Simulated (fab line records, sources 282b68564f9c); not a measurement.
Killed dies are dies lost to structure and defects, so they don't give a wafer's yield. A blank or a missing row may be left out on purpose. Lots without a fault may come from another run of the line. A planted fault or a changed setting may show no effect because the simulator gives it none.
Which tool did it? | flow rit_cmos | 14 lots, 42 wafers sampled, at 2 steps of a route of 202

WHAT THE GAUGES READ, wafer by wafer
RIT_CONTACT_THK_MEAS_01. Usual: CONTACT_TEOS_THK 393 nm, standard deviation 5.3.
lot  | measured    | on            | CONTACT_TEOS_THK (nm)   | flag
L558 | day 3 09:08 | film_metro-04 | 386 392 391             |
L559 | day 3 15:44 | film_metro-02 | 391 396 398             |
L560 | day 3 19:16 | film_metro-03 | 391 384 396             |
L561 | day 4 01:54 | film_metro-03 | 386 392 392             |
L562 | day 4 07:59 | film_metro-04 | 391 391 395             |
L563 | day 4 09:16 | film_metro-03 | 392 399 392             |
L570 | day 5 16:46 | film_metro-02 | 450 446 455 450 447 456 | OFF
L573 | day 6 15:38 | film_metro-02 | 456 467 459 456 467 459 | OFF
L574 | day 6 18:11 | film_metro-04 | 381 391 399             |
L575 | day 6 21:21 | film_metro-02 | 389 404 401             |
L577 | day 7 20:50 | film_metro-02 | 384 391 393             |
L578 | day 8 02:44 | film_metro-03 | 394 392 401             |
L580 | day 8 04:37 | film_metro-03 | 388 395 403             |
L581 | day 8 13:06 | film_metro-03 | 395 400 398             |

WHICH TOOL RAN EACH LOT (tool, then ch and the chambers of the sampled wafers, then the start)
lot  | RIT_CONTACT_CVD_00
L558 | pecvd-03 ch 0, day 3 09:04
L559 | pecvd-01 ch 0,1,2, day 3 15:40
L560 | pecvd-04 ch 0,1,2, day 3 19:11
L561 | pecvd-03 ch 0,1, day 4 01:50
L562 | pecvd-01 ch 0,1, day 4 07:54
L563 | pecvd-04 ch 0,1,2, day 4 09:13
L570 | pecvd-03 ch 1,2, day 5 16:43
L573 | pecvd-03 ch 0,2, day 6 15:34
L574 | pecvd-01 ch 0,2, day 6 18:08
L575 | pecvd-04 ch 1,2, day 6 21:17
L577 | pecvd-01 ch 0,1, day 7 20:47
L578 | pecvd-04 ch 1,2, day 8 02:41
L580 | pecvd-01 ch 0,2, day 8 04:34
L581 | pecvd-04 ch 1,2, day 8 13:03
- RIT_CONTACT_CVD_00: deposits SiO2 from TEOS, target thk 400 nm, time 61 s.

WHAT THE TOOLS THEMSELVES READ (means of the sampled wafers that have a number; where no wafer has one, the mark that the record gives instead)
RIT_CONTACT_CVD_00. Usual: heater_power_w 305 W, standard deviation 59.
lot  | tool     | heater_power_w (W) | flag
L558 | pecvd-03 | 322                |
L559 | pecvd-01 | 335                |
L560 | pecvd-04 | 312                |
L561 | pecvd-03 | 305                |
L562 | pecvd-01 | 331                |
L563 | pecvd-04 | 268                |
L570 | pecvd-03 | 294                |
L573 | pecvd-03 | 287                |
L574 | pecvd-01 | 401                |
L575 | pecvd-04 | 351                |
L577 | pecvd-01 | 354                |
L578 | pecvd-04 | 332                |
L580 | pecvd-01 | 368                |
L581 | pecvd-04 | 280                |

THE ANSWER, worked out from the rows above alone
Rule: a lot is off if the mean of its wafers that have a number lies more than 3 standard deviations from the usual mean. A lot without any number at a reading at which 4 lots or more have one is off too. The other lots that the step has rows for count as sound. The gauges are gone through in route order, then the tools' own readings, and for those a lot's mean is taken as printed above. The first step at which some lot is off is used, and at that step the reading that is off furthest; a lot without a number counts as furthest.
Off: L570, L573, at RIT_CONTACT_THK_MEAS_01 (CONTACT_TEOS_THK).
A tool fits if, at a process step before that reading, it ran every lot that is off, and no sound lot after the first of them. The gauges at RIT_CONTACT_THK_MEAS_01 are tried like those tools. One fits: pecvd-03 at RIT_CONTACT_CVD_00. Its last sound lot is L561 (day 4 01:50), its first lot that is off L570 (day 5 16:43): a fault that began between those two fits.

WHAT THE SIMULATOR HAD PUT IN
Process parameter drift: pecvd-03, from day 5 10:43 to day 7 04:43, at RIT_CONTACT_CVD_00. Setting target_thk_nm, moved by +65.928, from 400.
Lots struck among those shown: L570, L573. The rule above found the same.
